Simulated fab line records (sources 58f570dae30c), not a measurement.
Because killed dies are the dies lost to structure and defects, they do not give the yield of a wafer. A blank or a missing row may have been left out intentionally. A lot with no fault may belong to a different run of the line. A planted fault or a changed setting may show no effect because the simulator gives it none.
Which tool was responsible? :: flow berkeley-cmos170 :: at 1 step of a route of 331, 14 lots with 42 wafers sampled

== WHAT EACH GAUGE READ, for each wafer ==
The record holds no reading of a measuring or inspecting step that can be judged against a usual standard deviation.

== WHICH TOOL RAN EACH LOT (tool, then ch and the chambers of the sampled wafers, then the start) ==
lot: L392
UCB170_CONTACT_PEB_13: litho-track-01 ch 0, day 7 03:23

lot: L393
UCB170_CONTACT_PEB_13: litho-track-03 ch 0, day 7 04:18

lot: L391
UCB170_CONTACT_PEB_13: litho-track-02 ch 0, day 7 05:20

lot: L398
UCB170_CONTACT_PEB_13: litho-track-03 ch 0, day 8 06:24

lot: L399
UCB170_CONTACT_PEB_13: litho-track-01 ch 0, day 8 15:37

lot: L401
UCB170_CONTACT_PEB_13: litho-track-02 ch 0, day 9 09:44

lot: L400
UCB170_CONTACT_PEB_13: litho-track-01 ch 0, day 9 09:52

lot: L403
UCB170_CONTACT_PEB_13: litho-track-02 ch 0, day 9 14:42

lot: L402
UCB170_CONTACT_PEB_13: litho-track-02 ch 0, day 9 14:59

lot: L406
UCB170_CONTACT_PEB_13: litho-track-01 ch 0, day 10 02:40

lot: L404
UCB170_CONTACT_PEB_13: litho-track-01 ch 0, day 10 02:58

lot: L408
UCB170_CONTACT_PEB_13: litho-track-01 ch 0, day 10 20:45

lot: L412
UCB170_CONTACT_PEB_13: litho-track-01 ch 0, day 11 18:25

lot: L413
UCB170_CONTACT_PEB_13: litho-track-01 ch 0, day 11 20:16
- UCB170_CONTACT_PEB_13

== AS READ BY THE TOOLS THEMSELVES (means over the sampled wafers that have a number; for cases with no such wafer, the mark the record gives instead) ==
UCB170_CONTACT_PEB_13. Usual: exhaust-pa 44.8 Pa, standard deviation 0.85; heater-power-total-W 56.80 W, standard deviation 0.044.
lot: L392
tool: litho-track-01
exhaust-pa (Pa): 44.9
heater-power-total-W (W): 56.80
flag: 

lot: L393
tool: litho-track-03
exhaust-pa (Pa): 45.4
heater-power-total-W (W): 56.81
flag: 

lot: L391
tool: litho-track-02
exhaust-pa (Pa): 43.5
heater-power-total-W (W): 56.78
flag: 

lot: L398
tool: litho-track-03
exhaust-pa (Pa): 44.4
heater-power-total-W (W): 56.81
flag: 

lot: L399
tool: litho-track-01
exhaust-pa (Pa): 45.1
heater-power-total-W (W): 56.78
flag: 

lot: L401
tool: litho-track-02
exhaust-pa (Pa): 45.8
heater-power-total-W (W): 56.79
flag: 

lot: L400
tool: litho-track-01
exhaust-pa (Pa): 43.7
heater-power-total-W (W): 56.84
flag: 

lot: L403
tool: litho-track-02
exhaust-pa (Pa): 45.0
heater-power-total-W (W): 56.78
flag: 

lot: L402
tool: litho-track-02
exhaust-pa (Pa): 44.1
heater-power-total-W (W): 56.85
flag: 

lot: L406
tool: litho-track-01
exhaust-pa (Pa): 45.8
heater-power-total-W (W): 56.80
flag: 

lot: L404
tool: litho-track-01
exhaust-pa (Pa): 43.7
heater-power-total-W (W): 56.78
flag: 

lot: L408
tool: litho-track-01
exhaust-pa (Pa): 45.5
heater-power-total-W (W): 56.85
flag: 

lot: L412
tool: litho-track-01
exhaust-pa (Pa): 45.4
heater-power-total-W (W): 57.20
flag: OFF

lot: L413
tool: litho-track-01
exhaust-pa (Pa): 45.5
heater-power-total-W (W): 57.19
flag: OFF

== THE ANSWER, worked out from the rows above alone ==
Rule: a lot counts as off when the mean over its wafers that have a number is more than 3 standard deviations away from the usual mean. Also off: a lot with no number at a reading for which 4 or more lots have one. The other lots that the step has rows for count as sound. First the gauges in route order, then the tools' own readings, where a lot's mean is used as printed above. At the first step where some lot is off, the reading lying furthest off is the one used; lots without a number count as furthest.
Off, at UCB170_CONTACT_PEB_13 on heater-power-total-W: L412, L413.
If a tool, at that step or one of the process steps before it, ran each lot that is off and ran no sound lot following the first of them, it fits. One fits: litho-track-01 at UCB170_CONTACT_PEB_13. A fault onset in the window from L408 (day 10 20:45, its last sound lot) to L412 (day 11 18:25, its first lot off) fits.
On the lots that are off, the tool's own readings at UCB170_CONTACT_PEB_13 differ by more than 5 times the standard deviation of the sound lots' means, which bears it out; heater-power-total-W reads 57.20 W there versus 56.81 W on the sound lots.

== WHAT THE SIMULATOR HAD PUT IN ==
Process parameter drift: litho-track-01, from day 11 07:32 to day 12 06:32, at UCB170_CONTACT_PEB_13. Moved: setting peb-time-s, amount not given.
Struck lots among those shown: L412, L413. This agrees with what the rule above found.
